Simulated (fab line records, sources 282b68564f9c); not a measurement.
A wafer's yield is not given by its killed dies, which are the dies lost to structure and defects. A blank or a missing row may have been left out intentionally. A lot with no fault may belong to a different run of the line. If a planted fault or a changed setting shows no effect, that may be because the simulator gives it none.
The tool behind it: which one? -- flow rit cmos -- 14 lots, 42 wafers sampled, at 2 steps of a route of 202

WHAT EACH GAUGE READ, for each wafer
RIT_NRETRO_TW_MEAS_10. Usual: for NRETRO_TW the level is 1052 and the standard deviation is 14.
lot,measured,on,NRETRO_TW,flag
L572,day 2 07:19,film metro-03,1042 1040 1042,
L573,day 2 13:52,film metro-02,1069 1071 1070,
L574,day 2 20:04,film metro-03,1037 1045 1036,
L575,day 2 21:20,film metro-03,1042 1037 1040,
L576,day 3 02:41,film metro-03,1042 1043 1045,
L577,day 3 09:52,film metro-03,1048 1046 1047,
L580,day 4 02:20,film metro-02,1059 1065 1061,
L581,day 4 07:17,film metro-02,1071 1070 1064,
L582,day 4 08:47,film metro-01,1067 1066 1065,
L583,day 4 13:50,film metro-02,1069 1068 1065,
L585,day 5 01:06,film metro-03,1035 1033 1036,
L586,day 5 05:52,film metro-03,959 954 957,OFF
L587,day 5 10:56,film metro-03,950 952 958,OFF
L591,day 6 08:40,film metro-03,1039 1033 1034,

WHICH TOOL RAN EACH LOT (tool, then ch and the chambers of the sampled wafers, then the start)
lot,RIT_NRETRO_IMPLANT_08
L572,"implanter-02 ch 0, day 2 06:59"
L573,"implanter-03 ch 0, day 2 13:32"
L574,"implanter-02 ch 0, day 2 19:47"
L575,"implanter-03 ch 0, day 2 21:01"
L576,"implanter-02 ch 0, day 3 02:22"
L577,"implanter-03 ch 0, day 3 09:32"
L580,"implanter-04 ch 0, day 4 02:01"
L581,"implanter-04 ch 0, day 4 06:58"
L582,"implanter-02 ch 0, day 4 08:27"
L583,"implanter-04 ch 0, day 4 13:31"
L585,"implanter-03 ch 0, day 5 00:46"
L586,"implanter-03 ch 0, day 5 05:33"
L587,"implanter-03 ch 0, day 5 10:38"
L591,"implanter-02 ch 0, day 6 08:20"
- RIT_NRETRO_IMPLANT_08

AS READ BY THE TOOLS THEMSELVES (means over the sampled wafers that have a number; for cases with no such wafer, the mark the record gives instead)
RIT_NRETRO_IMPLANT_08. Usual: dose ions cm2 1e+13, standard deviation 9.9e+09; faraday current uA 31.7, standard deviation 0.58.
lot,tool,dose ions cm2,faraday current uA,flag
L572,implanter-02,1e+13,31.5,
L573,implanter-03,1e+13,31.4,
L574,implanter-02,1e+13,31.6,
L575,implanter-03,1e+13,31.7,
L576,implanter-02,1e+13,31.7,
L577,implanter-03,1e+13,32.1,
L580,implanter-04,1e+13,31.8,
L581,implanter-04,1e+13,32.5,
L582,implanter-02,1e+13,31.2,
L583,implanter-04,1e+13,31.5,
L585,implanter-03,1e+13,32.0,
L586,implanter-03,8e+12,24.7,OFF
L587,implanter-03,8e+12,25.0,OFF
L591,implanter-02,1e+13,32.5,

THE ANSWER, worked out from the rows above alone
Rule: take the mean of a lot's wafers that have a number; if it is more than 3 standard deviations from the usual mean, the lot is off. Also off: a lot with no number at a reading for which 4 or more lots have one. All remaining lots with rows at the step are treated as sound. First the gauges in route order, then the tools' own readings, where a lot's mean is used as printed above. At the first step where some lot is off, the reading lying furthest off is the one used; lots without a number count as furthest.
Off: L586, L587, seen at RIT_NRETRO_TW_MEAS_10 (NRETRO_TW).
If a tool, at a process step before that reading, ran all the lots that are off and no sound lot after the first of them, it fits. The gauges at RIT_NRETRO_TW_MEAS_10 aren't tried: what is off there is off at RIT_NRETRO_IMPLANT_08 too, on other tools, and a gauge's error can't cause that. One fits: RIT_NRETRO_IMPLANT_08 on implanter-03. A fault onset in the window from L585 (day 5 00:46, its last sound lot) to L586 (day 5 05:33, its first lot off) fits.
The tool's own readings at RIT_NRETRO_IMPLANT_08 bear it out: on the lots that are off they differ by more than 5 times the standard deviation of the sound lots' means. dose ions cm2 reads 8e+12 there against 1e+13 on the sound lots; faraday current uA reads 24.9 there against 31.8 on the sound lots.

WHAT WAS PUT IN BY THE SIMULATOR
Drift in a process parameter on implanter-03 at RIT_NRETRO_IMPLANT_08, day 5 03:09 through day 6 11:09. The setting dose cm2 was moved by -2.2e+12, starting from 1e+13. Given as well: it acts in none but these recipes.
Shown lots that were struck: L586, L587. This agrees with what the rule above found.
